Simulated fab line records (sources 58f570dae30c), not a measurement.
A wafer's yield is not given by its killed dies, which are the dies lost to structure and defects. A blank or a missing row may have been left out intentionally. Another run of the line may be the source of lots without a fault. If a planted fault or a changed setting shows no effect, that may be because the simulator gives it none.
A single fault, viewed from 2 desks ; flow berkeley-cmos170 ; numbers are kept per desk, each desk with only its own; the story behind them comes last

THE METROLOGY DESK
What the gauges read, lot by lot, whatever tool the lot ran on: means of the sampled wafers that have a number. If a lot's mean is further than 4 standard deviations from the usual mean, the lot is out of limits and carries the mark OUT (the distance appears in the brackets).
Columns: A = ACTIVE_OXIDE_THK at UCB170_ACTIVE_THK_MEAS_03, usual 26.5 nm; B = ACTIVE_NITRIDE_THK at UCB170_ACTIVE_THK_MEAS_06, usual 220.4 nm; C = cd-nm at UCB170_ACTIVE_CD_MEAS_13, usual 1200.6 nm; D = ACTIVE_OVL at UCB170_ACTIVE_OVL_MEAS_14, usual -1 nm
lot;first seen here;A;B;C;D
L583;day 4 04:23;27.4;219.2;1200.8;-7
L590;day 5 14:38;25.8;218.6;1199.4;2
L594;day 6 05:50;27.3;221.2;1202.1;0
L600;day 7 16:11;26.7;221.3;1203.1;-2
L599;day 7 16:13;27.2;221.8;1201.8;4
L603;day 8 06:35;26.7;219.6;1200.4;2
L604;day 8 13:50;26.4;224.5;1200.2;-1
Result from this desk: across the 7 lots, nothing is out of limits.

AT THE TOOL OWNER'S DESK: rie-diel-01
The tool's own readings at UCB170_ACTIVE_ETCH_15 (etches Si3N4 in CH3F/Ar/O2, stops on SiO2, target depth 242 nm, time 151 s): means of the sampled wafers that have a number, for each lot that ran on this tool. If a lot's mean is further than 4 standard deviations from the usual mean, the lot is out of limits and carries the mark OUT (the distance appears in the brackets).
Columns: A = O2_flow_sccm at UCB170_ACTIVE_ETCH_15, usual 6.997 sccm; B = drypump-motor-current-A at UCB170_ACTIVE_ETCH_15, usual 5.7 A; C = oes-product-au at UCB170_ACTIVE_ETCH_15, usual 0.948 a.u.; D = run-length-s at UCB170_ACTIVE_ETCH_15, usual 179.4 s; E = throttle-valve-pct at UCB170_ACTIVE_ETCH_15, usual 8.01 %
lot;first seen here;A;B;C;D;E
L594;day 6 15:11;6.982;5.6;0.953;179.4;7.93
L599;day 7 23:59;6.993;5.4;0.999;171.9 (-17) OUT;8.04
L603;day 8 13:31;7.016;5.6;0.990;171.9 (-17) OUT;7.93
L604;day 8 21:59;6.988;5.6;1.006 (+4.5) OUT;172.0 (-17) OUT;7.95
This desk finds L599, L603, L604 out of limits, L599 being first, at day 7 23:59 (run-length-s at UCB170_ACTIVE_ETCH_15). L594: within limits.

TAKEN TOGETHER
The tool owner's desk had the chance to raise an alarm at day 7 23:59 on L599, L603, L604.
Metrology desk: nothing out of limits seen.
The metrology desk has L599, L603, L604 on record, within its limits.
UCB170_ACTIVE_ETCH_15 was run on rie-diel-01 by each of the lots named.

WHAT THE SIMULATOR PUT IN
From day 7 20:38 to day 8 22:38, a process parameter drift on rie-diel-01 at UCB170_ACTIVE_ETCH_15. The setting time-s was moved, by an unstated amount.
Shown lots that were struck: L599, L603, L604.
Hours from the fault's start to each desk's first reading out of limits: the tool owner's desk, 3.
